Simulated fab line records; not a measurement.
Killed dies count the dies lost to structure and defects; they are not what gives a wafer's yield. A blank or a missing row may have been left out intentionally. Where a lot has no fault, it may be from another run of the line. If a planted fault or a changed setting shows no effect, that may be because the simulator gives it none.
Code-filled problem report in 8D (eight disciplines) form / flow berkeleyCmos170 / the parts of the form that need people (team, actions taken, sign-off) are left out

## 1. WHAT IS WRONG
Across 6 wafers from 2 lots, NSD_TW at UCB170_NSD_TW_MEAS_10 averages 3980, while fault-free wafers read 4140 with a standard deviation of 17. That puts it -9.4 standard deviations away from the usual mean.
Earliest sighting: wafer L339.1 on filmMetro-04 at day 12 00:26. At this step, 42 wafers from 14 lots have a number in the record. Rule for "out" (also "out of limits"): further than 4 standard deviations from the usual mean. The rest of the wafers with a number are treated as sound.

## 2. WHAT IT IS AND WHAT IT IS NOT
question=which readings at this step; is=NSD_TW; is not=-
question=which lots; is=L338, L339; is not=L320, L322, L323, L324, L325, L327, L328, L329, L330, L332, L333, L337
question=which wafers of those lots; is=all that have a number; is not=-
question=read on which gauges; is=filmMetro-04; is not=filmMetro-02, filmMetro-03
question=when; is=from day 12 00:26; is not=up to then (36 sound wafers)

## 3. SUSPECTS, AND WHAT RULES EACH OUT
Counting: a tool at a process step up to the reading stays a suspect if it ran every lot that is out and no sound lot after the first of them.
- the gauge at UCB170_NSD_TW_MEAS_10 is ruled out. All the wafers that are out were read on filmMetro-04, but those of them that UCB170_NSD_IMPLANT_08 has rows for are out there too, on other tools.
- implanter-02 at UCB170_NSD_IMPLANT_08: kept. It ran every lot that is out, first L339 (day 12 00:11), and no sound lot after that; its last sound lot up to then is L332 (day 11 00:12). Out on those wafers are its own readings of doseIonsCm2, faradayCurrentUA.
The count leaves implanter-02 at UCB170_NSD_IMPLANT_08.

## 4. THE CAUSE (what the simulator had put in)
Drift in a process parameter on implanter-02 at UCB170_NSD_IMPLANT_08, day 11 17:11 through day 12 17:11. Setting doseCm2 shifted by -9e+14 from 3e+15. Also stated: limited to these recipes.
This tool alone remained once counting was done.

## 5. THE EFFECT CHAIN, in route order
Each row: a reading whose mean over the struck wafers that have a number lies more than 3 standard deviations from the usual. Only readings for which the record gives a usual standard deviation are gone through. hours: the time from each lot's start at the first step in this table that gives one to its start at this step, as a median over the lots. sigmas: the change in usual standard deviations.
hours=0; step=UCB170_NSD_IMPLANT_08; reading=doseIonsCm2; usual=3e+15; on struck wafers=2e+15; change=-9e+14; sigmas=-99 or more
hours=0; step=UCB170_NSD_IMPLANT_08; reading=endStationPressureTorr; usual=1.26e-05 Torr; on struck wafers=1.03e-05; change=-2.35e-06; sigmas=-3.9
hours=0; step=UCB170_NSD_IMPLANT_08; reading=faradayCurrentUA; usual=9242; on struck wafers=6503; change=-2739; sigmas=-14
hours=0; step=UCB170_NSD_STRIP_09; reading=oesProductAu; usual=0.534 a.u.; on struck wafers=0.564; change=+0.030; sigmas=+6.9
hours=0; step=UCB170_NSD_STRIP_09; reading=stripTimeToEndpointS; usual=35.81 s; on struck wafers=32.47; change=-3.34; sigmas=-45
hours=0; step=UCB170_NSD_TW_MEAS_10; reading=NSD_TW; usual=4140; on struck wafers=3980; change=-160; sigmas=-9.4
hours=2; step=UCB170_SDANNEAL_RS_MEAS_03; reading=NSD_RS; usual=37.28 ohm/sq; on struck wafers=45.21; change=+7.93; sigmas=+89
Its process steps:
- UCB170_NSD_IMPLANT_08
- UCB170_NSD_STRIP_09: strips in O2.

## 6. WHAT WOULD HAVE CAUGHT IT SOONER
The first out-of-limits reading at a measuring or inspecting step in this record came at day 12 00:26, 7 hours after the fault's start at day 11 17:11.
The tool's own readings at UCB170_NSD_IMPLANT_08 were out on every struck wafer that the step has a row for (doseIonsCm2, faradayCurrentUA): an alarm limit on them would have fired on the first of those.
Of the lots that are out (2), L338 began UCB170_NSD_IMPLANT_08 on implanter-02 after day 12 00:26. A tool hold placed at that time would have kept it from harm.
